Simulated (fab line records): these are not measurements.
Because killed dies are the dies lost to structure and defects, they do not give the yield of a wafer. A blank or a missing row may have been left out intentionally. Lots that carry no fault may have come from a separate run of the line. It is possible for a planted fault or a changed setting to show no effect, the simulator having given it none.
Problem report in the 8D (eight disciplines) form, filled by code -- flow berkeley_cmos170 -- the parts of the form that need people (team, actions taken, sign-off) are left out

1. THE PROBLEM
spin_speed_rpm at UCB170_M1_COAT_04 reads a mean of 1414.1 rpm on 6 wafers of 2 lots; wafers without a fault read 1500.0 rpm with a standard deviation of 0.82. That is -99 or more standard deviations from the usual mean.
The step: resist thk 900 nm.
First seen on wafer L169.1, day 9 20:00, on litho_track-01. At this step, 42 wafers from 14 lots have a number in the record. By rule, "out" or "out of limits" means more than 4 standard deviations away from the usual mean. Any other wafer with a number is counted as sound.

2. WHAT THIS IS AND IS NOT
question,is,is not
which readings at this step,spin_speed_rpm,-
which lots,"L169, L173","L161, L162, L164, L165, L166, L167, L168, L180, L181, L182, L183, L184"
which wafers of those lots,all that have a number,-
read on which tools,litho_track-01,"litho_track-03, litho_track-04"
when,from day 9 20:00,"up to then (21 sound wafers); but 15 sound wafers of L180, L181, L182, L183, L184 came after"

3. WHAT RULES OUT EACH SUSPECT
Counting: a tool stays on the suspect list if, at a process step up to the reading, it processed all lots that are out and no sound lot following the first of them.
- litho_track-01 at UCB170_M1_COAT_04 (resist thk 900 nm): kept. Every lot that is out went through it, starting with L169 (day 9 20:00), and after that it ran no sound lot; the last sound lot it ran before then is L165 (day 9 09:00). Its own readings are out on those wafers: spin_speed_rpm.
The count leaves litho_track-01 at UCB170_M1_COAT_04.

4. THE CAUSE (what the simulator had put in)
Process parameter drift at UCB170_M1_COAT_04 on litho_track-01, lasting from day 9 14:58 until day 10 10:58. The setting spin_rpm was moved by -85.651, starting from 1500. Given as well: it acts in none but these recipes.
The count eliminated every tool but this one.

5. SEQUENCE OF EFFECTS, ordered by route
Rows list readings where the struck wafers' mean (over those with a number) sits beyond 3 standard deviations from the usual. Readings are gone through only where the record gives a usual standard deviation; hours: the median, over the lots, of the time from a lot's start at the first step in this table giving one to that lot's start at this step; sigmas: the change measured in usual standard deviations.
hours,step,reading,usual,on struck wafers,change,sigmas
0,UCB170_M1_COAT_04,spin_speed_rpm,1500.0 rpm,1414.1,-85.9,-99 or more
Process steps it contains:
- UCB170_M1_COAT_04: resist thk 900 nm.

6. HOW IT WOULD HAVE BEEN CAUGHT EARLIER
First out-of-limits reading in this record: day 9 20:00, which is 5 hours after fault onset at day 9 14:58.
